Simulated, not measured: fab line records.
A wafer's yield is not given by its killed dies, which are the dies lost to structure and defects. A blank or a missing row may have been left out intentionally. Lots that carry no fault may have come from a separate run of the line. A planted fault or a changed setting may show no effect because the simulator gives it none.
Matching of chambers :: flow berkeley cmos170 :: UCB170_V2_CMP_02 on cmp-01: 4 sister chambers
The step polishes SiO2. 18 wafers are shown with their chamber, then 9 later ones without.

WAFERS, EACH WITH ITS CHAMBER
wafer: L175.1
chamber: 0
motor current A (A): 15.8

wafer: L175.3
chamber: 2
motor current A (A): 14.9

wafer: L175.6
chamber: 1
motor current A (A): 17.4

wafer: L177.3
chamber: 0
motor current A (A): 15.3

wafer: L177.4
chamber: 1
motor current A (A): 17.2

wafer: L177.6
chamber: 2
motor current A (A): 15.6

wafer: L176.2
chamber: 3
motor current A (A): 13.3

wafer: L176.5
chamber: 1
motor current A (A): 17.2

wafer: L176.6
chamber: 0
motor current A (A): 15.9

wafer: L178.1
chamber: 3
motor current A (A): 14.0

wafer: L178.3
chamber: 2
motor current A (A): 16.1

wafer: L178.5
chamber: 3
motor current A (A): 13.4

wafer: L181.2
chamber: 0
motor current A (A): 15.8

wafer: L181.3
chamber: 2
motor current A (A): 15.9

wafer: L181.5
chamber: 1
motor current A (A): 17.9

wafer: L186.2
chamber: 2
motor current A (A): 16.2

wafer: L186.3
chamber: 1
motor current A (A): 16.8

wafer: L186.6
chamber: 1
motor current A (A): 17.6

SIGNATURES (means of the wafers above)
reading: motor current A
chamber 0: 15.700
chamber 1: 17.350
chamber 2: 15.740
chamber 3: 13.567
scatter within a chamber: 0.407
Rule: a wafer lies at a distance from a chamber equal to the root of the sum of squares, over the readings, of (its reading less the chamber's mean, divided by the reading's scatter). The wafer belongs to the nearest chamber; if the next one is less than 2 further off, it can't be placed. The scatter: take each reading less its chamber's mean, square it, sum over the shown wafers, divide by the number of wafers less the number of chambers, and take the root.

WAFERS MISSING THEIR CHAMBER
wafer: L194.1
motor current A (A): 16.3

wafer: L194.2
motor current A (A): 15.5

wafer: L194.6
motor current A (A): 17.2

wafer: L193.1
motor current A (A): 15.7

wafer: L193.3
motor current A (A): 17.2

wafer: L193.4
motor current A (A): 14.7

wafer: L197.2
motor current A (A): 15.9

wafer: L197.4
motor current A (A): 14.3

wafer: L197.6
motor current A (A): 16.2

WHICH CHAMBER EACH WENT THROUGH
wafer: L194.1
from the rows above: can't be placed: 2 or 0 or 1
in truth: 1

wafer: L194.2
from the rows above: can't be placed: 0 or 2
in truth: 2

wafer: L194.6
from the rows above: 1
in truth: 1

wafer: L193.1
from the rows above: can't be placed: 0 or 2
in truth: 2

wafer: L193.3
from the rows above: 1
in truth: 1

wafer: L193.4
from the rows above: can't be placed: 0 or 2 or 3
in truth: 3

wafer: L197.2
from the rows above: can't be placed: 2 or 0
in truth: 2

wafer: L197.4
from the rows above: can't be placed: 3 or 0 or 2
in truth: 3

wafer: L197.6
from the rows above: can't be placed: 2 or 0 or 1
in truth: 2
Correctly placed: 2 of 9. Cannot be placed on the basis of these rows: 7; the candidates contain the true chamber in 7. 0 placed wrongly.
